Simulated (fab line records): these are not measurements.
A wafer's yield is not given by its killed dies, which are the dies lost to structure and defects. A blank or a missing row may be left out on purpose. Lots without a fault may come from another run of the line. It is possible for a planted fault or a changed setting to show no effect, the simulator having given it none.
Which tool is to blame? ; flow berkeley_cmos170 ; 14 lots, 42 wafers sampled, at 4 steps of a route of 331

WHAT EACH GAUGE READ, for each wafer
UCB170_NWELL_OVL_MEAS_12.
lot;measured;on;NWELL_OVL (nm)
L848;day 2 19:22;overlay-02;9 15 13
L849;day 3 02:29;overlay-02;0 -4 -2
L850;day 3 05:39;overlay-02;0 3 3
L852;day 3 13:53;overlay-02;10 13 13
L856;day 4 11:55;overlay-02;5 6 7
L857;day 4 15:26;overlay-01;8 9 11
L858;day 4 21:45;overlay-01;11 4 13
L862;day 5 16:22;overlay-02;2 0 7
L864;day 6 01:11;overlay-01;9 10 8
L865;day 6 12:05;overlay-02;-5 -3 -4
L866;day 6 12:19;overlay-01;9 2 10
L868;day 6 17:17;overlay-02;1 1 8
L869;day 7 09:02;overlay-02;7 1 1
L870;day 7 09:04;overlay-01;-6 2 -7

UCB170_PWELL_TW_MEAS_17.
lot;measured;on;PWELL_TW
L848;day 3 20:19;film_metro-03;381.1 378.9 378.1
L849;day 4 03:29;film_metro-04;373.4 374.8 374.9
L850;day 4 03:31;film_metro-01;373.6 373.7 372.5
L852;day 4 14:03;film_metro-04;373.6 376.0 377.2
L856;day 5 09:28;film_metro-04;336.6 339.0 337.9
L857;day 5 09:12;film_metro-03;377.5 377.6 377.2
L858;day 5 18:55;film_metro-04;336.5 336.3 339.0
L862;day 6 13:48;film_metro-03;376.0 376.0 376.8
L864;day 6 19:29;film_metro-01;375.3 373.9 375.0
L865;day 7 13:43;film_metro-01;378.2 377.0 375.5
L866;day 7 13:58;film_metro-01;377.0 377.5 379.2
L868;day 7 14:28;film_metro-04;375.0 376.5 375.7
L869;day 8 19:34;film_metro-04;374.4 375.5 372.6
L870;day 8 06:07;film_metro-01;376.4 377.2 376.8

UCB170_PVT_OVL_MEAS_06.
lot;measured;on;PVT_OVL (nm)
L848;day 6 23:37;overlay-02;5 8 5
L849;day 8 00:37;overlay-02;4 -11 3
L850;day 8 00:21;overlay-02;4 1 1
L852;day 8 00:40;overlay-01;4 -4 -5
L856;day 8 13:08;overlay-01;-2 2 1
L857;day 8 13:16;overlay-02;-2 -6 -9
L858;day 8 22:32;overlay-01;-1 0 -7
L862;day 10 03:54;overlay-02;2 2 -4
L864;day 10 04:08;overlay-01;-6 1 7
L865;day 10 18:23;overlay-01;14 1 6
L866;day 10 18:56;overlay-02;0 0 1
L868;day 10 17:56;overlay-01;0 8 5
L869;day 12 04:55;overlay-02;-1 4 10
L870;day 11 09:29;overlay-02;-2 5 -1

WHAT TOOL EACH LOT RAN ON (gives the tool, then ch and the chambers of the sampled wafers, and finally the start)
lot;UCB170_PWELL_IMPLANT_15
L848;implanter-04 ch 0, day 3 20:04
L849;implanter-02 ch 0, day 4 03:14
L850;implanter-01 ch 0, day 4 03:16
L852;implanter-04 ch 0, day 4 13:49
L856;implanter-01 ch 0, day 5 09:13
L857;implanter-04 ch 0, day 5 08:58
L858;implanter-01 ch 0, day 5 18:41
L862;implanter-02 ch 0, day 6 13:33
L864;implanter-02 ch 0, day 6 19:15
L865;implanter-02 ch 0, day 7 13:30
L866;implanter-04 ch 0, day 7 13:43
L868;implanter-02 ch 0, day 7 14:14
L869;implanter-04 ch 0, day 8 19:19
L870;implanter-04 ch 0, day 8 05:52
- UCB170_PWELL_IMPLANT_15

WHAT THE TOOLS THEMSELVES READ (means of the sampled wafers that have a number; where no wafer has one, the mark that the record gives instead)
UCB170_PWELL_IMPLANT_15.
lot;tool;dose_ions_cm2;faraday_current_uA
L848;implanter-04;5.004e+12;15.5
L849;implanter-02;4.994e+12;15.6
L850;implanter-01;4.998e+12;15.8
L852;implanter-04;4.996e+12;16.0
L856;implanter-01;3.525e+12;11.0
L857;implanter-04;5.002e+12;16.0
L858;implanter-01;3.525e+12;11.1
L862;implanter-02;5.000e+12;16.0
L864;implanter-02;5.002e+12;15.4
L865;implanter-02;5.006e+12;16.1
L866;implanter-04;5.001e+12;15.8
L868;implanter-02;5.000e+12;16.1
L869;implanter-04;5.003e+12;15.7
L870;implanter-04;5.005e+12;15.9

THE ANSWER, worked out from the rows above alone
Rule: what is usual is taken from the lots themselves. The widest of any qualifying gaps counts: lots, ordered by their means at a reading, are off when they make up no more than a third of the lots, leave a main group of 4 or more, and stand apart from it by 3 or more times the standard deviation of that group's means. A main group is skipped when, at the precision printed for the reading in the tables above, its means are all equal. Also off: a lot with no number at a reading for which 4 or more lots have one. The other lots that the step has rows for count as sound. Order of review: gauges by route order, followed by the tools' own readings, for which a lot's mean as printed above is used. The first step at which some lot is off is used, and at that step the reading that is off furthest; a lot without a number counts as furthest.
Off: L856, L858, at UCB170_PWELL_TW_MEAS_17 (PWELL_TW). Main group: mean 376.0, sd 1.7.
A tool fits if, at a process step before that reading, it ran every lot that is off, and no sound lot after the first of them. The gauges at UCB170_PWELL_TW_MEAS_17 aren't tried: what is off there is off at UCB170_PWELL_IMPLANT_15 too, on other tools, and a gauge's error can't cause that. One fits: implanter-01 at UCB170_PWELL_IMPLANT_15. Its last sound lot is L850 (day 4 03:16), its first lot that is off L856 (day 5 09:13): a fault that began between those two fits.
The tool's own readings at UCB170_PWELL_IMPLANT_15 bear it out: on the lots that are off they differ by more than 5 times the standard deviation of the sound lots' means. dose_ions_cm2 reads 3.525e+12 there against 5.001e+12 on the sound lots; faraday_current_uA reads 11.1 there against 15.8 on the sound lots.

WHAT HAD BEEN PUT IN BY THE SIMULATOR
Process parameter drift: implanter-01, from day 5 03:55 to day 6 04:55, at UCB170_PWELL_IMPLANT_15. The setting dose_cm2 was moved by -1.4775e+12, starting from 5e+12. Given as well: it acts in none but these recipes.
Lots struck among those shown: L856, L858. The rule above reached the same finding.
